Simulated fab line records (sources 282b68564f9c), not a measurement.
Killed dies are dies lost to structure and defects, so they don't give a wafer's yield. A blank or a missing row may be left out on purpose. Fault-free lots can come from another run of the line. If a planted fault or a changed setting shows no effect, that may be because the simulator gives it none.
fab line records    flow rit_cmos
[record] lots = 7  wafers = 21  last_day = 7
route steps=202 shown GATE@77 FOX2@80 M1@202
lots untouched by any fault: they come from a run of this same line in which no faults occurred
start_h: hours from the record's opening day to when the first of the lot's shown wafers began    wait_h: time in hours since the lot's previous step    " identical to the entry in the row above    L1.1+2: a row that stands for several wafers    - no value present, or no start provided    * or withheld: withheld    < > ~ a bound
route shown NAME@n: NAME is a module with steps in the file, n the number in the route of the first one    usual: mean and standard deviation over wafers with no fault    same: alike in all rows    chamber/n: place in a boat    sites: per-site readings    _std_site: the standard deviation of these    _edge_site: inner sites' mean taken away from outer sites' mean    radius_mm: how far each site lies from the wafer's centre    mask NAME#n: copy n    behind: the most recent tool/chamber to have shaped the wafer    hold: cause of the lot's hold/its duration in hours/its outcome    device: the n, p or np transistor that did not switch    end of line: the route-end tests of the same wafers    where a step has no rows: the recipe by itself    killed: not the wafer's yield, but the dies lost to structure and defects at the first sort    map: shows each die of a wafer: x if killed, . if not, _ if none is there
set.NAME: the setting that was run; set.NAME@STEP: the one run at that earlier step    model.NAME: the simulator's own value behind a step, which no gauge read
certain route steps with their lots: each step a table, each wafer a row
services: from which hour (start_h, from the record's first day; less than 0 if before it) a tool's chamber was out of use, for how many hours, and why
[[steps]]
[step RIT_GATE_CLEAN_02]
[recipe] chemistry = dHF  dilution = 50:1  time_s = 30
[step RIT_GATE_CLEAN_03]
[recipe] chemistry = SC2  mix = 3:3:50  time_s = 600  temp_c = 75  dry = n2_spin
[step RIT_GATE_CLEAN_04]
[recipe] chemistry = dHF  dilution = 50:1  time_s = 60  dry = n2_spin
[step RIT_FOX2_THK_MEAS_91]
[recipe] reads = SiO2_of_FOX2_OXIDATION_00
[usual] FIELD_OXIDE_LEFT_2_THK = 257/5.9
lot.wafer  tool           chamber  start_h  wait_h  FIELD_OXIDE_LEFT_2_THK[nm]
L159.2     film_metro-01  -        33.51    0.0     262
L159.3     "              -        "        "       259
L159.5     "              -        "        "       262
L161.2     film_metro-02  -        44.24    0.0     263
L161.3     "              -        "        "       263
L161.4     "              -        "        "       256
L164.1     film_metro-02  -        59.63    0.0     260
L164.3     "              -        "        "       260
L164.4     "              -        "        "       260
L165.2     film_metro-04  -        63.76    0.0     246
L165.4     "              -        "        "       251
L165.5     "              -        "        "       245
L166.2     film_metro-02  -        68.86    0.0     263
L166.3     "              -        "        "       262
L166.6     "              -        "        "       271
L174.1     film_metro-04  -        115.03   0.0     253
L174.2     "              -        "        "       254
L174.6     "              -        "        "       252
L178.1     film_metro-02  -        131.49   0.0     257
L178.2     "              -        "        "       262
L178.4     "              -        "        "       262
[step RIT_GATE_OXIDATION_05]
[recipe] temp_c = 900  ambient = O2  target_thk_a = 30  ox_time_s = 270
[step RIT_GATE_ANNEAL_06]
[recipe] temp_c = 900  time_s = 600  ambient = N2O
[step RIT_GATE_THK_MEAS_07]
[recipe] reads = SiO2_of_GATE_OXIDATION_05
[usual] GATE_OXIDE_THK = 2.99/0.068
lot.wafer  tool           chamber  start_h  wait_h  GATE_OXIDE_THK[nm]
L159.2     film_metro-02  -        35.32    0.0     3.08
L159.3     "              -        "        "       2.94
L159.5     "              -        "        "       3.04
L161.2     film_metro-04  -        45.62    0.0     2.98
L161.3     "              -        "        "       2.96
L161.4     "              -        "        "       2.98
L164.1     film_metro-01  -        61.41    0.0     3.03
L164.3     "              -        "        "       3.02
L164.4     "              -        "        "       3.01
L165.2     film_metro-04  -        65.16    0.0     2.87
L165.4     "              -        "        "       2.90
L165.5     "              -        "        "       2.83
L166.2     film_metro-02  -        71.56    0.0     2.89
L166.3     "              -        "        "       2.90
L166.6     "              -        "        "       2.85
L174.1     film_metro-04  -        119.97   0.0     2.98
L174.2     "              -        "        "       2.93
L174.6     "              -        "        "       2.96
L178.1     film_metro-04  -        135.14   0.0     2.87
L178.2     "              -        "        "       2.90
L178.4     "              -        "        "       2.91
[step RIT_GATE_CVD_08]
[recipe] material = poly-Si  target_thk_nm = 250  temp_c = 610  precursor = SiH4  time_s = 2220  pressure_mtorr = 300  sih4_flow_sccm = 100
[step RIT_GATE_THK_MEAS_09]
[recipe] reads = poly-Si_of_GATE_CVD_08
[usual] GATE_POLY_THK = 250.0/2.5
lot.wafer  tool           chamber  start_h  wait_h  GATE_POLY_THK[nm]
L159.2     film_metro-04  -        37.00    0.0     250.4
L159.3     "              -        "        "       252.3
L159.5     "              -        "        "       250.9
L161.2     film_metro-01  -        47.30    0.0     253.8
L161.3     "              -        "        "       253.9
L161.4     "              -        "        "       252.0
L164.1     film_metro-02  -        63.37    0.0     252.6
L164.3     "              -        "        "       251.5
L164.4     "              -        "        "       250.6
L165.2     film_metro-04  -        66.83    0.0     246.4
L165.4     "              -        "        "       247.1
L165.5     "              -        "        "       245.9
L166.2     film_metro-04  -        73.23    0.0     249.8
L166.3     "              -        "        "       247.1
L166.6     "              -        "        "       250.1
L174.1     film_metro-04  -        121.65   0.0     249.9
L174.2     "              -        "        "       253.4
L174.6     "              -        "        "       250.8
L178.1     film_metro-04  -        136.99   0.0     252.6
L178.2     "              -        "        "       253.4
L178.4     "              -        "        "       254.5
[step RIT_GATE_HMDS_10]
[recipe] prime_time_s = 60  prime_temp_c = 140
[step RIT_GATE_COAT_11]
[recipe] resist = NOVOLAK  spin_rpm = 4250  resist_thk_nm = 850
[step RIT_GATE_SOFTBAKE_12]
[recipe] resist = NOVOLAK  temp_c = 90  time_s = 60
[step RIT_GATE_EXPOSE_13]
[recipe] mask_id = M6  na = 0.6  source_shape = conventional  sigma_outer = 0.6  target_cd_nm = 150  dose_mj = 380
[usual] exposure_dose_mJ_cm2 = 380.0/0.36
lot.wafer  tool              chamber  start_h  wait_h  mask  exposure_dose_mJ_cm2
L159.2     iline_stepper-02  0        37.53    0.1     M6#0  380.1
L159.3     "                 0        "        "       M6#0  380.6
L159.5     "                 0        "        "       M6#0  379.9
L161.2     iline_stepper-01  0        47.82    0.1     M6#0  380.3
L161.3     "                 0        "        "       M6#0  380.1
L161.4     "                 0        "        "       M6#0  380.2
L164.1     iline_stepper-01  0        63.88    0.1     M6#0  387.0
L164.3     "                 0        "        "       M6#0  386.9
L164.4     "                 0        "        "       M6#0  386.7
L165.2     iline_stepper-01  0        67.47    0.2     M6#0  384.7
L165.4     "                 0        "        "       M6#0  384.9
L165.5     "                 0        "        "       M6#0  384.6
L166.2     iline_stepper-01  0        73.87    0.1     M6#0  384.0
L166.3     "                 0        "        "       M6#0  383.7
L166.6     "                 0        "        "       M6#0  383.6
L174.1     iline_stepper-02  0        122.28   0.2     M6#0  379.5
L174.2     "                 0        "        "       M6#0  379.1
L174.6     "                 0        "        "       M6#0  379.3
L178.1     iline_stepper-02  0        137.62   0.2     M6#0  379.7
L178.2     "                 0        "        "       M6#0  380.2
L178.4     "                 0        "        "       M6#0  379.9
[step RIT_GATE_PEB_14]
[recipe] resist = NOVOLAK  temp_c = withheld  time_s = withheld
[step RIT_GATE_DEVELOP_15]
[recipe] resist = NOVOLAK  develop_time_s = 50  dev_temp_c = 23
[step RIT_GATE_CD_MEAS_16]
[recipe] target_cd_nm = 150
[usual] cd_nm = 149.3/2.2
lot.wafer  tool       chamber  start_h  wait_h  hold                      cd_nm
L159.2     cd_sem-02  -        37.94    -       -                         146.9
L159.3     "          -        "        "       -                         150.1
L159.5     "          -        "        "       -                         148.3
L161.2     cd_sem-02  -        48.22    -       -                         147.4
L161.3     "          -        "        "       -                         147.2
L161.4     "          -        "        "       -                         146.6
L164.1     cd_sem-01  -        64.28    -       await_dispo/0.2h/release  142.0
L164.3     "          -        "        "       await_dispo/0.2h/release  139.3
L164.4     "          -        "        "       await_dispo/0.2h/release  141.3
L164.1     cd_sem-01  -        64.57    0.3     -                         142.4
L164.3     "          -        "        "       -                         139.2
L164.4     "          -        "        "       -                         141.2
L165.2     cd_sem-01  -        67.87    -       await_dispo/0.2h/release  139.6
L165.4     "          -        "        "       await_dispo/0.2h/release  139.6
L165.5     "          -        "        "       await_dispo/0.2h/release  141.5
L165.2     cd_sem-01  -        68.15    0.3     -                         139.4
L165.4     "          -        "        "       -                         140.0
L165.5     "          -        "        "       -                         141.2
L166.2     cd_sem-01  -        74.27    -       -                         141.6
L166.3     "          -        "        "       -                         143.2
L166.6     "          -        "        "       -                         141.6
L174.1     cd_sem-01  -        122.68   -       -                         151.4
L174.2     "          -        "        "       -                         151.1
L174.6     "          -        "        "       -                         149.9
L178.1     cd_sem-01  -        138.02   -       -                         148.3
L178.2     "          -        "        "       -                         149.5
L178.4     "          -        "        "       -                         147.3
[step RIT_GATE_OVL_MEAS_17]
[usual] GATE_OVL = -0.1/1.3
lot.wafer  tool        chamber  start_h  wait_h  hold                      GATE_OVL[nm]
L159.2     overlay-02  -        38.04    0.1     -                         -0.1
L159.3     "           -        "        "       -                         -0.6
L159.5     "           -        "        "       -                         -0.8
L161.2     overlay-01  -        48.33    0.1     -                         -1.8
L161.3     "           -        "        "       -                         -1.4
L161.4     "           -        "        "       -                         -0.5
L164.1     overlay-02  -        69.87    5.3     await_dispo/5.2h/release  -1.4
L164.3     "           -        "        "       await_dispo/5.2h/release  -0.3
L164.4     "           -        "        "       await_dispo/5.2h/release  -1.4
L165.2     overlay-02  -        72.48    4.3     await_dispo/4.2h/release  1.4
L165.4     "           -        "        "       await_dispo/4.2h/release  0.3
L165.5     "           -        "        "       await_dispo/4.2h/release  1.1
L166.2     overlay-01  -        74.37    0.1     -                         -0.5
L166.3     "           -        "        "       -                         -1.8
L166.6     "           -        "        "       -                         -2.1
L174.1     overlay-01  -        122.80   0.1     -                         -1.0
L174.2     "           -        "        "       -                         1.8
L174.6     "           -        "        "       -                         0.0
L178.1     overlay-01  -        138.14   0.1     -                         0.5
L178.2     "           -        "        "       -                         1.1
L178.4     "           -        "        "       -                         0.8
[step RIT_GATE_HARDBAKE_18]
[recipe] resist = NOVOLAK  temp_c = 140  time_s = 60
[step RIT_GATE_ETCH_19]
[recipe] chemistry = SF6/CHF3/O2  time_s = 165  SF6_flow_sccm = 30  CHF3_flow_sccm = 30  O2_flow_sccm = 5  target = poly-Si  pressure_mtorr = 40  rf_w = 160  target_depth_a = 3125  over_etch_frac = 0.25  stop_on = SiO2
[usual] CHF3_flow_sccm = 30.00/0.084  drypump_motor_current_A = 5.6/0.37  oes_product_au = 0.856/0.013  throttle_valve_pct = 10.28/0.15
lot.wafer  tool       chamber  start_h  wait_h  CHF3_flow_sccm  drypump_motor_current_A  oes_product_au  rf_hours_counter_h  throttle_valve_pct  model.GATE.cd_nm
L159.2     rie_si-01  1        38.22    0.1     30.04           6.2                      0.857           26                  10.58               147.1
L159.3     "          2        "        "       30.02           5.1                      0.867           18                  10.30               149.9
L159.5     "          1        "        "       29.93           6.2                      0.861           -                   10.59               148.4
L161.2     rie_si-01  2        48.51    0.1     30.16           5.1                      0.878           18                  10.29               148
L161.3     "          3        "        "       29.84           5.7                      0.850           2                   10.33               147.1
L161.4     "          1        "        "       29.88           6.1                      0.861           26                  10.57               147.2
L164.1     rie_si-02  0        70.05    0.1     29.88           5.7                      0.878           2                   10.33               141.9
L164.3     "          2        "        "       29.95           6.2                      0.852           137                 10.33               139.2
L164.4     "          1        "        "       29.90           5.3                      0.852           146                 10.13               141.3
L165.2     rie_si-01  3        73.00    0.1     29.85           5.7                      0.834           2                   10.32               139.5
L165.4     "          2        "        "       30.11           5.1                      0.855           18                  10.30               139.4
L165.5     "          0        "        "       29.94           5.3                      0.847           -                   10.23               141.2
L166.2     rie_si-02  0        74.55    0.1     30.06           5.7                      0.875           2                   10.34               141.5
L166.3     "          3        "        "       30.01           5.5                      0.837           14                  10.04               143
L166.6     "          2        "        "       30.17           6.2                      0.853           -                   10.32               141.8
L174.1     rie_si-02  2        122.99   0.1     30.06           6.2                      0.858           137                 10.29               151.3
L174.2     "          3        "        "       30.06           5.5                      0.858           15                  10.02               150.8
L174.6     "          0        "        "       29.92           5.7                      0.871           -                   10.34               149.7
L178.1     rie_si-02  0        138.33   0.1     30.04           5.7                      0.882           2                   10.32               147.8
L178.2     "          2        "        "       30.10           6.1                      0.863           137                 10.29               149.4
L178.4     "          3        "        "       30.10           5.5                      0.864           -                   10.03               147.7
[step RIT_GATE_STRIP_20]
[recipe] chemistry = O2  time_s = 180  resist = NOVOLAK  platen_temp_c = withheld  power_w = 500  pressure_mtorr = 4000  o2_flow_sccm = 4000
[usual] drypump_motor_current_A = 5.74/0.24
lot.wafer  tool             chamber  start_h  wait_h  drypump_motor_current_A  rf_hours_counter_h
L159.2     plasma_asher-02  0        38.33    0.1     6.06                     40
L159.3     "                1        "        "       5.29                     -
L159.5     "                0        "        "       6.06                     -
L161.2     plasma_asher-03  1        48.61    0.1     5.67                     40
L161.3     "                1        "        "       5.67                     -
L161.4     "                0        "        "       5.99                     -
L164.1     plasma_asher-01  0        70.16    0.1     5.61                     24
L164.3     "                0        "        "       5.65                     -
L164.4     "                1        "        "       5.65                     -
L165.2     plasma_asher-03  0        73.11    0.1     6.01                     42
L165.4     "                1        "        "       5.67                     -
L165.5     "                1        "        "       5.66                     -
L166.2     plasma_asher-03  0        74.66    0.1     6.02                     43
L166.3     "                0        "        "       6.00                     -
L166.6     "                1        "        "       5.67                     -
L174.1     plasma_asher-03  0        123.10   0.1     6.02                     48
L174.2     "                1        "        "       5.66                     48
L174.6     "                0        "        "       6.04                     -
L178.1     plasma_asher-03  1        138.44   0.1     5.65                     50
L178.2     "                0        "        "       6.02                     50
L178.4     "                1        "        "       5.65                     -
[step RIT_M1_PROBE_99]
[usual] killed_at_front_end = 7/3.1  killed_dies = 7/3.1  killed_open = 3.3/2  killed_short = 3.6/1.9
[same] gross_dies = 264  killed_at_M0_to_M3 = 0  killed_at_M4_up = 0  killed_at_back_side = 0  killed_at_contacts = 0  killed_at_other = 0
lot.wafer  tool       chamber  start_h  wait_h  killed_at_front_end  killed_dies  killed_open  killed_short  model.etest.nmos_0p15.drive_ua_um  model.etest.pmos_0p15.drive_ua_um  model.etest.npoly_line.line_ohm_um  model.etest.ppoly_line.line_ohm_um  model.etest.ppoly_line.width_nm  model.etest.npoly_line.width_nm  model.etest.ring.delay_ps  model.etest.nmos_0p15.off_log10_a_um
L159.2     prober-02  -        59.08    0.1     4                    4            2            2             462.9                              248                                175.5                               170.6                               99.67                            98.49                            26.9                       -10.1
L159.3     prober-02  -        59.13    0.2     8                    8            3            5             457.5                              248.2                              171.9                               160.7                               102.7                            101.8                            27.78                      -10.38
L159.5     prober-02  -        59.23    0.2     10                   10           3            7             460.7                              247.8                              173.9                               163.9                               101.5                            99.65                            27.24                      -10.11
L161.2     prober-02  -        68.61    0.1     5                    5            5            0             486.3                              264.7                              167.2                               161.8                               101.1                            100.7                            26.31                      -9.732
L161.3     prober-02  -        68.66    0.2     14                   14           9            5             490.3                              268.5                              174.6                               167                                 100.2                            99.49                            25.95                      -9.591
L161.4     prober-02  -        68.71    0.2     8                    8            3            5             490.4                              265.7                              170.8                               166.5                               100.2                            99.06                            25.96                      -9.663
L166.2     prober-01  -        94.68    0.1     5                    5            4            1             515.9                              272.9                              184.5                               177.6                               94.07                            92.85                            24.59                      -9.104
L166.3     prober-01  -        94.73    0.2     7                    7            3            4             505.8                              269.5                              185.2                               177                                 95.09                            94.63                            24.98                      -9.269
L166.6     prober-01  -        94.88    0.2     4                    4            2            2             515.5                              272.7                              184.9                               176.3                               93.79                            93.03                            24.61                      -9.13
L165.2     prober-02  -        96.27    0.1     6                    6            3            3             -                                  -                                  -                                   -                                   -                                -                                -                          -
L165.4     prober-02  -        96.37    0.2     9                    9            5            4             -                                  -                                  -                                   -                                   -                                -                                -                          -
L165.5     prober-02  -        96.42    0.2     5                    5            3            2             -                                  -                                  -                                   -                                   -                                -                                -                          -
L164.1     prober-01  -        96.78    0.1     12                   12           6            5             -                                  -                                  -                                   -                                   -                                -                                -                          -
L164.3     prober-01  -        96.88    0.2     12                   12           4            8             -                                  -                                  -                                   -                                   -                                -                                -                          -
L164.4     prober-01  -        96.93    0.2     8                    8            6            2             -                                  -                                  -                                   -                                   -                                -                                -                          -
L174.1     prober-01  -        144.25   0.1     7                    7            2            5             475.6                              255.1                              165.2                               153.9                               104.2                            102.7                            27.24                      -10.04
L174.2     prober-01  -        144.30   0.1     2                    2            1            1             463.1                              247.8                              164.3                               156.7                               103                              102.3                            27.66                      -10.02
L174.6     prober-01  -        144.50   0.2     6                    6            1            5             477.3                              253.2                              167.3                               159.8                               101.5                            100.4                            26.73                      -10.07
L178.1     prober-01  -        158.88   0.1     19                   19           11           8             492.3                              263.7                              169.8                               160.9                               99.39                            98.75                            26.16                      -9.632
L178.2     prober-01  -        158.93   0.1     10                   10           4            6             489.5                              262.2                              165.4                               160.3                               101.8                            101                              26.31                      -9.855
L178.4     prober-01  -        159.03   0.2     12                   12           7            5             493.2                              261                                172.2                               162.5                               99.55                            98.47                            26.24                      -9.652
// killed by level:class
L159.2 GATE:geometric_particle:short=2 GATE:geometric_particle:open=1 REOX:geometric_particle:open=1
L159.3 GATE:geometric_particle:short=2 REOX:geometric_particle:open=2 FOX2:geometric_particle:short=1 GATE:geometric_particle:open=1 REOX:geometric_particle:short=1 SPACER:geometric_particle:short=1
L159.5 FOX1:geometric_particle:short=2 GATE:geometric_particle:short=2 FOX1:geometric_particle:open=1 FOX2:geometric_particle:short=1 GATE:geometric_particle:open=1 REOX:geometric_particle:short=1 SPACER:geometric_particle:short=1 SPACER:geometric_particle:open=1
L161.2 SILICIDE:geometric_particle:open=3 GATE:geometric_particle:open=2
L161.3 GATE:geometric_particle:open=3 FOX1:geometric_particle:short=2 FOX1:geometric_particle:open=2 GATE:geometric_particle:short=2 REOX:geometric_particle:open=2 FOX2:geometric_particle:open=1 SPACER:geometric_particle:short=1 SPACER:geometric_particle:open=1
L161.4 GATE:geometric_particle:short=3 ACTIVE:geometric_particle:open=1 FOX2:geometric_particle:short=1 REOX:geometric_particle:open=1 SPACER:geometric_particle:open=1 SILICIDE:geometric_particle:short=1
L166.2 FOX2:geometric_particle:open=1 GATE:geometric_particle:open=1 SPACER:geometric_particle:open=1 SPACER:geometric_particle:short=1 SILICIDE:geometric_particle:open=1
L166.3 SPACER:geometric_particle:short=2 GATE:geometric_particle:short=1 GATE:geometric_particle:open=1 SPACER:geometric_particle:open=1 SILICIDE:geometric_particle:short=1 SILICIDE:geometric_particle:open=1
L166.6 FOX1:geometric_particle:open=2 GATE:geometric_particle:short=1 SPACER:geometric_particle:short=1
L165.2 GATE:geometric_particle:open=2 GATE:geometric_particle:short=2 FOX1:geometric_particle:short=1 FOX1:geometric_particle:open=1
L165.4 FOX2:geometric_particle:open=2 GATE:geometric_particle:short=2 GATE:geometric_particle:open=2 FOX1:geometric_particle:short=1 FOX2:geometric_particle:short=1 SPACER:geometric_particle:open=1
L165.5 GATE:geometric_particle:open=2 FOX2:geometric_particle:open=1 GATE:geometric_particle:short=1 SILICIDE:geometric_particle:short=1
L164.1 REOX:geometric_particle:open=3 FOX1:geometric_particle:short=2 GATE:geometric_particle:short=2 GATE:geometric_particle:open=2 ACTIVE:geometric_particle:open=1 REOX:geometric_particle:short=1 GATE:area_expose=1
L164.3 GATE:geometric_particle:short=4 FOX1:geometric_particle:short=2 FOX2:geometric_particle:open=2 SILICIDE:geometric_particle:short=2 GATE:geometric_particle:open=1 REOX:geometric_particle:open=1
L164.4 FOX1:geometric_particle:open=2 FOX2:geometric_particle:open=1 GATE:geometric_particle:open=1 GATE:geometric_particle:short=1 REOX:geometric_particle:open=1 SILICIDE:geometric_particle:short=1 SILICIDE:geometric_particle:open=1
L174.1 GATE:geometric_particle:short=3 FOX2:geometric_particle:open=1 FOX2:geometric_particle:short=1 REOX:geometric_particle:open=1 SPACER:geometric_particle:short=1
L174.2 REOX:geometric_particle:short=1 SILICIDE:geometric_particle:open=1
L174.6 GATE:geometric_particle:short=2 ACTIVE:geometric_particle:short=1 FOX1:geometric_particle:short=1 GATE:geometric_particle:open=1 SPACER:geometric_particle:short=1
L178.1 GATE:geometric_particle:open=4 REOX:geometric_particle:open=3 REOX:geometric_particle:short=2 SPACER:geometric_particle:short=2 SILICIDE:geometric_particle:short=2 SILICIDE:geometric_particle:open=2 FOX1:geometric_particle:short=1 FOX1:geometric_particle:open=1
L178.2 GATE:geometric_particle:short=3 FOX1:geometric_particle:short=2 FOX1:geometric_particle:open=2 FOX2:geometric_particle:short=1 FOX2:geometric_particle:open=1 REOX:geometric_particle:open=1
L178.4 GATE:geometric_particle:open=4 GATE:geometric_particle:short=3 SPACER:geometric_particle:open=2 REOX:geometric_particle:open=1 REOX:geometric_particle:short=1 SILICIDE:geometric_particle:short=1
[[services]]
tool              chamber  start_h  hours  kind
plasma_asher-03   -        18.98    5.8    repair
rie_si-02         -        31.64    0.3    repair
plasma_asher-01   -        50.84    2.4    repair
iline_stepper-02  -        59.77    14.4   repair
plasma_asher-01   -        102.78   0.8    repair
plasma_asher-02   -        108.75   9.0    pm
plasma_asher-02   0        108.75   9.0    vent_cycle
plasma_asher-02   1        108.75   9.0    vent_cycle
plasma_asher-02   0        117.75   -      clean
plasma_asher-02   1        117.75   -      clean
rie_si-02         2        128.05   5.3    repair
rie_si-02         1        133.32   -      clean
rie_si-02         1        133.32   19.2   scheduled_down
rie_si-02         1        133.32   19.2   vent_cycle
[[key]]
[first_sign] step = RIT_GATE_EXPOSE_13  reading = exposure_dose_mJ_cm2  direction = up  sigmas = 14  usual = 380.0  struck = 385.1
[effect] step = RIT_GATE_CD_MEAS_16  reading = visit  direction = added  through = control_loop
[model_effect] step = RIT_GATE_ETCH_19  value = GATE.cd_nm  without = 148.2  struck = 141
[model_effect] step = RIT_M1_PROBE_99  value = etest.nmos_0p15.drive_ua_um  without = 487.8  struck = 512.4
met_at RIT_GATE_EXPOSE_13
struck_wafers L164.1,L164.3,L164.4,L165.2,L165.4,L165.5,L166.2,L166.3,L166.6
tester_left_out L164,L165,L166
[loop_trim] step = RIT_GATE_EXPOSE_13  setting = dose  lots = L165,L166
onset_between 47.82 63.88
[fault] kind = process_parameter_drift  tool = iline_stepper-01  chamber = -  onset_h = 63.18  steps = RIT_GATE_EXPOSE_13  channel = dose_mj  offset = 6.5864  shape = step  acts_in = these_recipes_only  stated = 380
// tester_left_out: of these lots the tester's yield and bins aren't shown, on N5 and GAA mostly nor the transistor test; their killed dies are dies lost to structure and defects alone, not to doping, threshold or leakage, so they don't give the yield
// loop_trim: a control loop set the setting to another value than it would have without faults
